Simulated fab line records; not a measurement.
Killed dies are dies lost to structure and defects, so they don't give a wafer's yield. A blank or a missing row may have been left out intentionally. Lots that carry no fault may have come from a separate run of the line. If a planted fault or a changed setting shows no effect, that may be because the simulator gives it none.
Lot-split experiment :: flow berkeley_cmos170 :: 5 lots, 23 wafers read, on a route of 331 steps

ON THE SPLIT
At UCB170_PLDD_PEB_04, the setting peb_temp_c was moved away from the recipe's 130 C on 11 of the 23 wafers read, by -2.2% to +2.8%. The other wafers ran this setting at the recipe's value.

THE PATH FROM SPLIT TO READING: the file shows 1 step between them
- UCB170_PLDD_DEVELOP_05: develop time 45 s

THE READING
cd_nm at UCB170_PLDD_CD_MEAS_06, given in nm (cd target 1200 nm). Fault-free wafers of this fab line usually give 1200.0 nm, standard deviation 1.1 nm.

wafer: L079.2
tool, chamber at the split: litho_track-03, 0
peb_temp_c as run, C: 130
against the recipe: recipe
cd_nm, nm: 1197.8
against lot-mates on the recipe: -

wafer: L079.3
tool, chamber at the split: litho_track-03, 0
peb_temp_c as run, C: 130
against the recipe: recipe
cd_nm, nm: 1200.4
against lot-mates on the recipe: -

wafer: L079.4
tool, chamber at the split: litho_track-03, 0
peb_temp_c as run, C: 127.1
against the recipe: -2.2%
cd_nm, nm: 1176.8
against lot-mates on the recipe: -22.5

wafer: L079.5
tool, chamber at the split: litho_track-03, 0
peb_temp_c as run, C: 127.1
against the recipe: -2.2%
cd_nm, nm: 1177.5
against lot-mates on the recipe: -21.8

wafer: L079.6
tool, chamber at the split: litho_track-03, 0
peb_temp_c as run, C: 130
against the recipe: recipe
cd_nm, nm: 1199.8
against lot-mates on the recipe: -

wafer: L081.1
tool, chamber at the split: litho_track-03, 0
peb_temp_c as run, C: 133.7
against the recipe: +2.8%
cd_nm, nm: 1220.3
against lot-mates on the recipe: +21.2

wafer: L081.2
tool, chamber at the split: litho_track-03, 0
peb_temp_c as run, C: 130
against the recipe: recipe
cd_nm, nm: 1198.3
against lot-mates on the recipe: -

wafer: L081.3
tool, chamber at the split: litho_track-03, 0
peb_temp_c as run, C: 130
against the recipe: recipe
cd_nm, nm: 1199.9
against lot-mates on the recipe: -

wafer: L081.4
tool, chamber at the split: litho_track-03, 0
peb_temp_c as run, C: 133.7
against the recipe: +2.8%
cd_nm, nm: 1221.4
against lot-mates on the recipe: +22.3

wafer: L081.6
tool, chamber at the split: litho_track-03, 0
peb_temp_c as run, C: 133.7
against the recipe: +2.8%
cd_nm, nm: 1220.9
against lot-mates on the recipe: +21.8

wafer: L083.1
tool, chamber at the split: litho_track-03, 0
peb_temp_c as run, C: 130
against the recipe: recipe
cd_nm, nm: 1200.2
against lot-mates on the recipe: -

wafer: L083.4
tool, chamber at the split: litho_track-03, 0
peb_temp_c as run, C: 130
against the recipe: recipe
cd_nm, nm: 1201.2
against lot-mates on the recipe: -

wafer: L083.5
tool, chamber at the split: litho_track-03, 0
peb_temp_c as run, C: 130
against the recipe: recipe
cd_nm, nm: 1201.6
against lot-mates on the recipe: -

wafer: L084.2
tool, chamber at the split: litho_track-04, 0
peb_temp_c as run, C: 130
against the recipe: recipe
cd_nm, nm: 1202.2
against lot-mates on the recipe: -

wafer: L084.3
tool, chamber at the split: litho_track-04, 0
peb_temp_c as run, C: 127.6
against the recipe: -1.8%
cd_nm, nm: 1182.4
against lot-mates on the recipe: -19.3

wafer: L084.4
tool, chamber at the split: litho_track-04, 0
peb_temp_c as run, C: 127.6
against the recipe: -1.8%
cd_nm, nm: 1183.1
against lot-mates on the recipe: -18.7

wafer: L084.5
tool, chamber at the split: litho_track-04, 0
peb_temp_c as run, C: 130
against the recipe: recipe
cd_nm, nm: 1201.3
against lot-mates on the recipe: -

wafer: L084.6
tool, chamber at the split: litho_track-04, 0
peb_temp_c as run, C: 127.6
against the recipe: -1.8%
cd_nm, nm: 1185.1
against lot-mates on the recipe: -16.7

wafer: L085.1
tool, chamber at the split: litho_track-04, 0
peb_temp_c as run, C: 132.1
against the recipe: +1.6%
cd_nm, nm: 1211.6
against lot-mates on the recipe: +13.2

wafer: L085.2
tool, chamber at the split: litho_track-04, 0
peb_temp_c as run, C: 132.1
against the recipe: +1.6%
cd_nm, nm: 1212.3
against lot-mates on the recipe: +14.0

wafer: L085.3
tool, chamber at the split: litho_track-04, 0
peb_temp_c as run, C: 132.1
against the recipe: +1.6%
cd_nm, nm: 1212.6
against lot-mates on the recipe: +14.2

wafer: L085.4
tool, chamber at the split: litho_track-04, 0
peb_temp_c as run, C: 130
against the recipe: recipe
cd_nm, nm: 1198.2
against lot-mates on the recipe: -

wafer: L085.5
tool, chamber at the split: litho_track-04, 0
peb_temp_c as run, C: 130
against the recipe: recipe
cd_nm, nm: 1198.5
against lot-mates on the recipe: -

FIT RESULTS
A straight line over all 23 wafers: cd_nm changes by +8.3 nm for each +1% of peb_temp_c; r = +0.99; the points scatter about the line by 1.8 nm.
The same after taking each lot's own level away (the mean of its wafers on the recipe; 23 wafers): +8.72 nm for each +1%; r = +0.99; scatter 1.5 nm.
That fit puts the effect of the largest move of peb_temp_c on the reading at 25 nm.
Across the lots, their own levels run from 1198.35 to 1201.75 nm, a range of 3.1 times the standard deviation given above.
Consequently the slope shifts little with the lot-to-lot level, the two slopes agreeing.
Check: with one of the wafers moved furthest among these (+2.8%) left out of the fit, the line predicts +24.5 nm for it against its lot-mates. Against them it came out at +21.2 nm.

ADDITIONAL SPLITS CARRIED BY THESE WAFERS
These wafers also went through other splits before the reading. Each is held against what the fit with the lots' levels taken away leaves over:
other split on the same wafers: UCB170_GATE_COAT_07 spin_rpm
wafers away from the commonest value: 10
r with cd_nm (lot level and that fit taken away): -0.06

THE FILE'S OWN FIT
cd_nm changes by +8.77 nm for each +1% of peb_temp_c, r = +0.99.
